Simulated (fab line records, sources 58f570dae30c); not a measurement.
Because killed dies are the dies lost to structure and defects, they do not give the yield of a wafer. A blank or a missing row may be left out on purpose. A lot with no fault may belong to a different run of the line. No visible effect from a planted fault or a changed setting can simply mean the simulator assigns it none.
Which tool did it? -- flow berkeley cmos170 -- 14 lots, 42 wafers sampled, at 5 steps of a route of 331

== WHAT THE GAUGES READ, wafer by wafer ==
UCB170_V2_THK_MEAS_01.
lot,measured,on,V2_TEOS_THK (nm)
L126,day 7 17:38,film metro-02,1988 2053 2052
L128,day 7 17:44,film metro-01,1995 2046 2032
L129,day 8 01:06,film metro-03,2016 1986 1995
L130,day 8 11:39,film metro-01,1975 2001 2032
L132,day 8 20:03,film metro-03,1923 1959 1964
L133,day 8 20:18,film metro-01,1975 1999 2031
L139,day 10 07:01,film metro-03,2859 2887 2811
L140,day 10 16:14,film metro-01,2781 2882 2881
L142,day 10 16:38,film metro-01,1971 1978 2016
L144,day 11 15:15,film metro-01,1943 1980 1936
L147,day 11 15:32,film metro-01,1962 2023 2009
L145,day 11 15:59,film metro-03,1940 2000 1952
L148,day 11 15:56,film metro-02,1977 1962 2015
L149,day 12 03:44,film metro-02,1991 2002 2055

UCB170_V2_THK_MEAS_04.
lot,measured,on,V2_POLISHED_THK (nm)
L126,day 7 18:07,film metro-03,999.5 1000.5 996.3
L128,day 7 18:13,film metro-01,998.2 1001.0 999.1
L129,day 8 01:35,film metro-02,999.4 997.1 1000.1
L130,day 8 12:08,film metro-03,998.9 1001.1 999.4
L132,day 8 20:32,film metro-02,998.6 999.3 997.6
L133,day 8 20:50,film metro-03,1000.6 996.2 1001.1
L139,day 10 07:29,film metro-01,1001.4 998.1 1001.2
L140,day 10 16:48,film metro-01,1000.3 998.9 999.1
L142,day 10 17:10,film metro-01,1000.7 999.4 1000.8
L144,day 11 15:44,film metro-03,1000.8 1001.2 1000.0
L147,day 11 16:01,film metro-01,999.6 998.8 997.3
L145,day 11 16:28,film metro-01,1000.8 1000.5 1000.8
L148,day 11 16:25,film metro-02,998.2 1000.0 999.7
L149,day 12 04:13,film metro-02,1002.2 1000.6 1001.8

UCB170_M3_THK_MEAS_03: measures by xrf.
lot,measured,on,M3_AL_THK (nm)
L126,day 7 20:50,film metro-02,894 899 902
L128,day 7 21:25,film metro-03,883 891 889
L129,day 8 03:58,film metro-04,892 906 913
L130,day 8 14:17,film metro-03,890 896 893
L132,day 8 23:53,film metro-02,876 892 881
L133,day 8 23:09,film metro-03,916 919 913
L139,day 10 09:23,film metro-04,914 917 911
L140,day 10 19:07,film metro-02,905 912 920
L142,day 10 19:51,film metro-04,930 918 904
L144,day 11 18:01,film metro-04,935 927 930
L147,day 11 18:31,film metro-03,885 869 881
L145,day 11 18:51,film metro-04,932 910 915
L148,day 11 18:40,film metro-02,907 888 889
L149,day 12 09:15,film metro-03,895 908 906

== EACH LOT AND THE TOOL THAT RAN IT (in order: tool; ch and the chambers of the sampled wafers; start) ==
lot,UCB170_V2_CVD_00,UCB170_V2_CMP_02
L126,"pecvd-03 ch 0,1,2, day 7 17:28","cmp-01 ch 2,3, day 7 17:43"
L128,"pecvd-04 ch 0,1, day 7 17:34","cmp-02 ch 0,1,2, day 7 17:56"
L129,"pecvd-03 ch 0,1,2, day 8 00:57","cmp-01 ch 1,2, day 8 01:10"
L130,"pecvd-04 ch 1,2, day 8 11:30","cmp-01 ch 1,2,3, day 8 11:49"
L132,"pecvd-02 ch 0,2, day 8 19:53","cmp-02 ch 0,3, day 8 20:06"
L133,"pecvd-04 ch 0,1,2, day 8 20:08","cmp-02 ch 0,1, day 8 20:24"
L139,"pecvd-03 ch 0,1,2, day 10 06:54","cmp-02 ch 0,3, day 10 07:02"
L140,"pecvd-03 ch 0,1,2, day 10 16:04","cmp-01 ch 1,2, day 10 16:17"
L142,"pecvd-02 ch 0,1, day 10 16:26","cmp-01 ch 0,2,3, day 10 16:41"
L144,"pecvd-02 ch 0,2, day 11 15:04","cmp-02 ch 0,1, day 11 15:17"
L147,"pecvd-04 ch 1,2, day 11 15:21","cmp-01 ch 0,1,2, day 11 15:37"
L145,"pecvd-02 ch 0,2, day 11 15:45","cmp-01 ch 0,1,2, day 11 16:12"
L148,"pecvd-04 ch 0,1,2, day 11 15:47","cmp-02 ch 0,1,3, day 11 15:59"
L149,"pecvd-04 ch 0,2, day 12 03:34","cmp-02 ch 0,1,3, day 12 03:47"
- UCB170_V2_CVD_00: deposits SiO2 from TEOS/O2, target thk 2000 nm, time 250 s.
- UCB170_V2_CMP_02: polishes SiO2.

== AS READ BY THE TOOLS THEMSELVES (means over the sampled wafers that have a number; for cases with no such wafer, the mark the record gives instead) ==
UCB170_V2_CVD_00.
lot,tool,heater power w (W),rf fwd power W (W),run length s (s)
L126,pecvd-03,206,547.4,277.8
L128,pecvd-04,172,548.1,277.4
L129,pecvd-03,245,549.9,277.4
L130,pecvd-04,188,549.1,277.1
L132,pecvd-02,209,550.6,277.7
L133,pecvd-04,208,547.2,277.2
L139,pecvd-03,237,549.3,384.2
L140,pecvd-03,213,548.3,384.3
L142,pecvd-02,238,548.2,277.8
L144,pecvd-02,231,547.5,277.7
L147,pecvd-04,194,549.7,276.9
L145,pecvd-02,250,549.4,277.7
L148,pecvd-04,251,548.6,277.3
L149,pecvd-04,245,548.7,277.1

UCB170_V2_CMP_02.
lot,tool,edge zone pressure frac,motor current A (A)
L126,cmp-01,1.002,13.2
L128,cmp-02,0.997,16.2
L129,cmp-01,1.002,13.7
L130,cmp-01,0.999,13.4
L132,cmp-02,0.997,17.2
L133,cmp-02,0.999,17.6
L139,cmp-02,1.003,17.9
L140,cmp-01,0.999,13.8
L142,cmp-01,1.002,14.5
L144,cmp-02,1.004,17.4
L147,cmp-01,1.004,14.2
L145,cmp-01,0.998,14.7
L148,cmp-02,1.005,18.6
L149,cmp-02,1.004,18.3

== THE ANSWER, worked out from the rows above alone ==
Rule: the lots themselves supply what counts as usual. The widest of any qualifying gaps counts: lots, ordered by their means at a reading, are off when they make up no more than a third of the lots, leave a main group of 4 or more, and stand apart from it by 3 or more times the standard deviation of that group's means. The tables above print the reading to a certain number of digits; a main group whose means all agree to those digits is not used. Also off: a lot with no number at a reading for which 4 or more lots have one. All remaining lots with rows at the step are treated as sound. Order of review: gauges by route order, followed by the tools' own readings, for which a lot's mean as printed above is used. At the first step where some lot is off, the reading lying furthest off is the one used; lots without a number count as furthest.
Off: at UCB170_V2_THK_MEAS_01 (V2_TEOS_THK), L139, L140. Mean 1993 nm and standard deviation 25 in the main group.
A tool fits if, at a process step before that reading, it ran every lot that is off, and no sound lot after the first of them. Not tried: the gauges at UCB170_V2_THK_MEAS_01; whatever is off there is also off at UCB170_V2_CVD_00, on other tools, and gauge error can't account for it. One fits: pecvd-03 at UCB170_V2_CVD_00. A fault onset in the window from L129 (day 8 00:57, its last sound lot) to L139 (day 10 06:54, its first lot off) fits.
The tool's own readings at UCB170_V2_CVD_00 bear it out: on the lots that are off they differ by more than 5 times the standard deviation of the sound lots' means. run length s reads 384.2 s there against 277.4 s on the sound lots.

== WHAT THE SIMULATOR HAD PUT IN ==
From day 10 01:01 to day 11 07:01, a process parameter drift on pecvd-03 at UCB170_V2_CVD_00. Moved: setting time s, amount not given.
Shown lots that were struck: L139, L140. This agrees with what the rule above found.
